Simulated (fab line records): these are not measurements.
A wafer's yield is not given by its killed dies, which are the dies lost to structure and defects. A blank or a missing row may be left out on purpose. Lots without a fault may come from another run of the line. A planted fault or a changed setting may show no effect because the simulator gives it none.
2 desks looking at one fault ; flow berkeley_cmos170 ; each desk has only its own numbers; what lay behind them comes last

FROM THE METROLOGY DESK
Lot by lot, what the gauges showed, no matter which tool ran the lot: averages of those sampled wafers that carry a number. Any lot whose mean is over 4 standard deviations away from the usual mean is out of limits and marked OUT; that distance is given in the brackets.
Columns: A = PVT_TW at UCB170_PVT_TW_MEAS_09, usual 503; B = M1_AL_RS at UCB170_M1_RS_MEAS_01, usual 0.0483 ohm/sq; C = cd_nm at UCB170_V1_CD_MEAS_90, usual 700.4 nm; D = V2_OVL at UCB170_V2_OVL_MEAS_13, usual 5 nm
lot;first seen here;A;B;C;D
L178;day 6 17:35;508;0.0479;698.8;2
L179;day 6 17:49;504;0.0480;700.6;6
L181;day 6 18:06;504;0.0487;700.8;5
L180;day 6 18:22;500;0.0484;701.1;4
L183;day 7 11:43;506;0.0484;698.5;2
L182;day 7 11:58;506;0.0483;703.1;8
L186;day 8 07:35;502;0.0488;702.8;2
L184;day 8 08:18;495;0.0482;700.6;10
L188;day 8 14:46;469 (-9.0) OUT;0.0494;701.1;2
L191;day 9 17:10;466 (-9.8) OUT;0.0488;701.6;-1
L195;day 10 02:35;506;0.0485;698.7;10
L197;day 11 06:51;505;0.0490;698.4;9
L199;day 11 07:20;508;0.0489;700.5;9
L201;day 11 18:42;500;0.0481;699.7;3
Per this desk, out of limits: L188, L191; the first was L188, day 8 14:46 (PVT_TW at UCB170_PVT_TW_MEAS_09). L178, L179, L181, L180, L183, L182, L186, L184, L195, L197, L199, L201: within limits.

THE TOOL OWNER'S DESK: implanter-03
The tool's own readings at UCB170_PVT_IMPLANT_07, given as means over the sampled wafers that have a number, one for each lot that went through this tool. Any lot whose mean is over 4 standard deviations away from the usual mean is out of limits and marked OUT; that distance is given in the brackets.
Columns: A = beam_on_s at UCB170_PVT_IMPLANT_07, usual 10.02 s; B = faraday_current_uA at UCB170_PVT_IMPLANT_07, usual 6.34
lot;first seen here;A;B
L179;day 6 17:34;10.14;6.27
L182;day 7 11:43;10.10;6.30
L186;day 8 07:20;10.12;6.29
L188;day 8 14:29;7.62 (-13) OUT;8.32 (+17) OUT
L191;day 9 16:55;7.56 (-13) OUT;8.37 (+17) OUT
This desk's verdict: out of limits on L188, L191, starting with L188 at day 8 14:29 (beam_on_s at UCB170_PVT_IMPLANT_07). L179, L182, L186: within limits.

PUT TOGETHER
The tool owner's desk could have raised an alarm at day 8 14:29, on L188, L191.
On L188, L191, the metrology desk was in a position to raise an alarm at day 8 14:46.
Of the lots named, all ran UCB170_PVT_IMPLANT_07 on implanter-03.

WHAT WAS PUT IN BY THE SIMULATOR
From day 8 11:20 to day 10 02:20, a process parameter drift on implanter-03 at UCB170_PVT_IMPLANT_07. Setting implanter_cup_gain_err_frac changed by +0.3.
Struck lots among those shown: L188, L191.
Counting hours from when the fault started, the first reading out of limits came at 3 for the tool owner's desk and at 3 for the metrology desk.
